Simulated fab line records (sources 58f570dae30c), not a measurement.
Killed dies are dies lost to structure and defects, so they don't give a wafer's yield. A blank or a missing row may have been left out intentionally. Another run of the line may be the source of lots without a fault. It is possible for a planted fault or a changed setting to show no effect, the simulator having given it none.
A struck lot beside a sound one    flow berkeleyCmos170    14 steps out of a route of 331
Sound: wafers L243.3, L243.5, L243.6. Struck: wafers L247.1, L247.2, L247.4. At the end, the cause is stated.
Each step with rows lists, per side, the tool, then ch with its chambers, then its first start. Under that, the readings that differ: sound wafers    struck wafers    difference of the means    sigmas: that difference in standard deviations of wafers without a fault.
alike: words and numbers the same on both sides, and readings whose means are apart by under 2 such deviations; not compared: readings that were withheld, readings missing a value for some wafer, numbers with overlapping values and no deviation given by the record, and bounds like >300 which may hide the same value.
The two part at a step that has a row with sigmas, a row that says differs or no value, or rows on one side only. Non-overlapping numbers with no deviation appear without sigmas and do not part them. A reading that every wafer of one side lacks parts them only if that side has two wafers or more.

UCB170_M2_STRIP_07: strips in O2.
  sound on plasmaAsher-02 ch 0,1, day 9 19:29; struck on plasmaAsher-02 ch 0,1, day 10 20:41
  alike: chamberPressureMTorr, drypumpMotorCurrentA, oesProductAu, stripTimeToEndpointS
  not compared: rfHoursCounterH
then, 7 steps without rows for these wafers: UCB170_M2_STRIP_08 (strips KrF in DMSO, time 600 s); UCB170_M2_COAT_09; UCB170_M2_COAT_10 (resist thk 900 nm); UCB170_M2_SOFTBAKE_11 (time 60 s); UCB170_M2_EXPOSE_12 (exposes mask METAL2, target cd 700 nm); UCB170_M2_PEB_13; UCB170_M2_DEVELOP_14 (develop time 45 s).
UCB170_M2_CD_MEAS_15: target cd 700 nm.
  struck on cdSem-02, day 10 22:04; sound on cdSem-02, day 9 20:46
reading    sound              struck             difference  sigmas
cdNm (nm)  699.8 701.4 701.5  703.6 704.9 703.6  +3.1        +2
UCB170_M2_OVL_MEAS_16:
  struck on overlay-01, day 10 22:11; sound on overlay-01, day 9 20:52
  alike: M2_OVL
UCB170_M2_ETCH_17: etches BARC in N2/H2.
  sound on rieDiel-02 ch 0,1,2, day 9 20:53; struck on rieDiel-01 ch 1,2,3, day 10 22:13
  alike: chamberPressureMTorr, drypumpMotorCurrentA, n2FlowSccm, oesProductAu, throttleValvePct
UCB170_M2_METAL_ETCH_18: etches Al in Cl2/BCl3, stops on SiO2, target depth 1170 nm, time 195 s.
  sound on rieMetal-01 ch 0,1, day 9 20:59; struck on rieMetal-01 ch 0,1, day 10 22:16
  alike: chamberPressureMTorr, drypumpMotorCurrentA, mfcCl2Sccm, oesProductAu, throttleValvePct
  not compared: rfHoursCounterH
UCB170_M2_STRIP_19: strips in O2.
  sound on plasmaAsher-02 ch 0,1, day 9 21:08; struck on plasmaAsher-03 ch 0,1, day 10 22:27
  no value came back on the struck wafers for chamberPressureMTorr (mTorr), drypumpMotorCurrentA (A), oesProductAu (a.u.); on the sound wafers chamberPressureMTorr (mTorr) reads 3496.6 3500.5 3494.5
reading                             sound  struck             difference  sigmas
model.KrF_of_M2_COAT_10.thkNm (nm)  0 0 0  222.5 238.8 240.4  +233.9      
  not compared: rfHoursCounterH
UCB170_M2_CD_MEAS_90: target cd 700 nm.
  struck on cdSem-01, day 10 22:33; sound on cdSem-02, day 9 21:15
  alike: cdNm

WHERE THEY PART
First at UCB170_M2_CD_MEAS_15; last, within this record, at UCB170_M2_STRIP_19. Later steps at which nothing parts them and some readings are alike: UCB170_M2_CD_MEAS_90.

WHY: what the simulator had put in
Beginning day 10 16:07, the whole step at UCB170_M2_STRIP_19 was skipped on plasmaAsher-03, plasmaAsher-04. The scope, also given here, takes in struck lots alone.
